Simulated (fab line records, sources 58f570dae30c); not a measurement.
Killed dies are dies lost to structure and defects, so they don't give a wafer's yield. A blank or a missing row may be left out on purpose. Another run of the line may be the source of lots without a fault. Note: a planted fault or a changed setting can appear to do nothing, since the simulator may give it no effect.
The same fault as seen by 2 desks    flow berkeley_cmos170    each desk has only its own numbers; what lay behind them comes last

== AT THE TOOL OWNER'S DESK: litho_track-01 ==
Per lot that ran on this tool, the mean of the sampled wafers carrying a number, from the tool's own readings at UCB170_V1_SOFTBAKE_08 (time 60 s). If a lot's mean is further than 4 standard deviations from the usual mean, the lot is out of limits and carries the mark OUT (the distance appears in the brackets).
Columns: A = exhaust_pa at UCB170_V1_SOFTBAKE_08, usual 45.1 Pa; B = run_length_s at UCB170_V1_SOFTBAKE_08, usual 89.20 s
lot   first seen here  A     B
L365  day 7 19:52      44.3  89.12
L367  day 7 20:19      45.4  89.21
L368  day 8 03:23      44.9  89.27
L370  day 8 03:50      44.1  92.45 (+23) OUT
L373  day 9 03:29      46.0  92.48 (+23) OUT
This desk finds L370, L373 out of limits, L370 being first, at day 8 03:50 (run_length_s at UCB170_V1_SOFTBAKE_08). In limits: L365, L367, L368.

== AT THE METROLOGY DESK ==
Means of the sampled wafers that have a number, per lot and without regard to the tool the lot ran on: this is what the gauges read. If a lot's mean is further than 4 standard deviations from the usual mean, the lot is out of limits and carries the mark OUT (the distance appears in the brackets).
Columns: A = cd_nm at UCB170_CONTACT_CD_MEAS_15, usual 699.9 nm; B = M3_OVL at UCB170_M3_OVL_MEAS_16, usual -2 nm
lot   first seen here  A      B
L363  day 6 16:05      698.9  4
L364  day 6 20:13      701.6  0
L366  day 7 09:18      699.2  -1
L365  day 7 09:34      700.0  2
L367  day 7 12:02      700.0  7
L368  day 7 17:53      699.5  1
L371  day 7 18:41      699.5  2
L370  day 7 19:34      702.5  -2
L372  day 8 11:48      700.0  -6
L373  day 8 17:53      701.0  -4
L380  day 10 17:24     700.3  -5
L382  day 10 17:41     699.4  -8
L381  day 10 18:57     697.6  -4
L383  day 11 02:48     699.1  -1
Result from this desk: across the 14 lots, nothing is out of limits.

== TAKEN TOGETHER ==
On L370, L373, at day 8 03:50, an alarm was possible from the tool owner's desk.
Nothing out of limits was seen by the metrology desk.
The metrology desk holds a record of L370, L373, inside its limits.
UCB170_V1_SOFTBAKE_08 was run on litho_track-01 by each of the lots named.

== WHAT THE SIMULATOR PUT IN ==
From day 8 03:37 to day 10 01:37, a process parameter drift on litho_track-01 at UCB170_V1_SOFTBAKE_08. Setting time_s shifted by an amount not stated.
Shown lots that were struck: L370, L373.
Delay in hours, fault start to first out-of-limits reading, by desk: the tool owner's desk at 0.
